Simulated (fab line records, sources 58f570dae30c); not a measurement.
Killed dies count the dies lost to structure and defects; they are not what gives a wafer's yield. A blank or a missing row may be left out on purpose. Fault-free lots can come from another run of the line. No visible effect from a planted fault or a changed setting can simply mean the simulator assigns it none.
Check for tools in common ; flow berkeley-cmos170 ; 42 wafers sampled across 14 lots

REASON IT WAS OPENED
At UCB170_GATE_CD_MEAS_12 the reading cd-nm is flagged on 2 of 14 lots. No-fault wafers: 350.2 nm, standard deviation 1.3.
Rule: a lot is flagged when every wafer of it that has a number lies more than 4 standard deviations from that mean, or none has a number. As for the other lots, they are considered sound.

lot;measured;on;cd-nm (nm), wafer by wafer;flag
L677;day 5 22:16;cd-sem-01;351.0 349.9 350.9;
L679;day 6 10:46;cd-sem-02;349.8 349.7 349.3;
L678;day 6 10:50;cd-sem-01;349.7 350.8 350.2;
L685;day 7 05:46;cd-sem-01;352.4 352.8 351.9;
L681;day 7 05:58;cd-sem-02;352.1 350.9 350.4;
L682;day 7 06:28;cd-sem-01;357.5 356.5 358.2;FLAGGED
L686;day 7 19:30;cd-sem-02;355.6 356.0 356.3;FLAGGED
L689;day 8 01:24;cd-sem-02;351.8 350.4 350.4;
L690;day 8 16:04;cd-sem-01;349.2 348.5 349.2;
L693;day 9 03:50;cd-sem-01;349.1 349.2 350.7;
L691;day 9 04:13;cd-sem-01;348.1 348.7 349.1;
L696;day 9 17:31;cd-sem-01;351.0 350.3 352.0;
L697;day 10 07:43;cd-sem-01;350.4 349.8 349.8;
L699;day 10 12:50;cd-sem-02;351.2 351.4 351.9;
The numbers of the flagged lots are 356.7 nm on average: +6.5 nm against the usual, or +5 standard deviations.

TOOL THAT RAN EACH LOT
The record keeps 1 process step preceding the reading, out of 331 steps on the route. Cell contents, in order: the tool; ch with the chambers the sampled wafers went through; the start.
lot;flag;UCB170_GATE_COAT_07
L677;;litho-track-03 ch 0, day 5 20:00
L679;;litho-track-01 ch 0, day 6 09:00
L678;;litho-track-04 ch 0, day 6 09:00
L685;;litho-track-01 ch 0, day 7 04:00
L681;;litho-track-03 ch 0, day 7 04:00
L682;FLAGGED;litho-track-03 ch 0, day 7 05:00
L686;FLAGGED;litho-track-03 ch 0, day 7 18:00
L689;;litho-track-01 ch 0, day 8 00:00
L690;;litho-track-04 ch 0, day 8 14:00
L693;;litho-track-01 ch 0, day 9 02:00
L691;;litho-track-04 ch 0, day 9 02:00
L696;;litho-track-04 ch 0, day 9 16:00
L697;;litho-track-01 ch 0, day 10 06:00
L699;;litho-track-04 ch 0, day 10 10:00
These steps, and what they do:
- UCB170_GATE_COAT_07: resist thk 900 nm.
- UCB170_GATE_CD_MEAS_12: target cd 350 nm.

FLAGGED AGAINST TOTAL, ONE TOOL AT A TIME (gauges that did the reading follow at the end)
step;tool;lots run;flagged;share of the flagged lots;sound lots run after its first flagged lot
UCB170_GATE_COAT_07;litho-track-01;5;0;none;-
UCB170_GATE_COAT_07;litho-track-03;4;2;all;0
UCB170_GATE_COAT_07;litho-track-04;5;0;none;-
UCB170_GATE_CD_MEAS_12;cd-sem-01;9;1;some;5 (L690,L693,L691,L696,L697)
UCB170_GATE_CD_MEAS_12;cd-sem-02;5;1;some;2 (L689,L699)

WHAT THE TABLE ALLOWS
In the table, 1 row covers all flagged lots: litho-track-03 at UCB170_GATE_COAT_07.
- litho-track-03 at UCB170_GATE_COAT_07 ran 4 lots, 2 of them flagged. A fault beginning between L681 (day 7 04:00), its last sound lot, and L682 (day 7 05:00), its first flagged one, fits the data.
One tool is left: litho-track-03 at UCB170_GATE_COAT_07.

WHAT THE SIMULATOR HAD INSERTED
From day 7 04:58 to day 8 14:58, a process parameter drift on litho-track-03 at UCB170_GATE_COAT_07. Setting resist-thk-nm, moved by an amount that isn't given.
Struck lots among those shown: L682, L686. The rule given above showed the same thing.
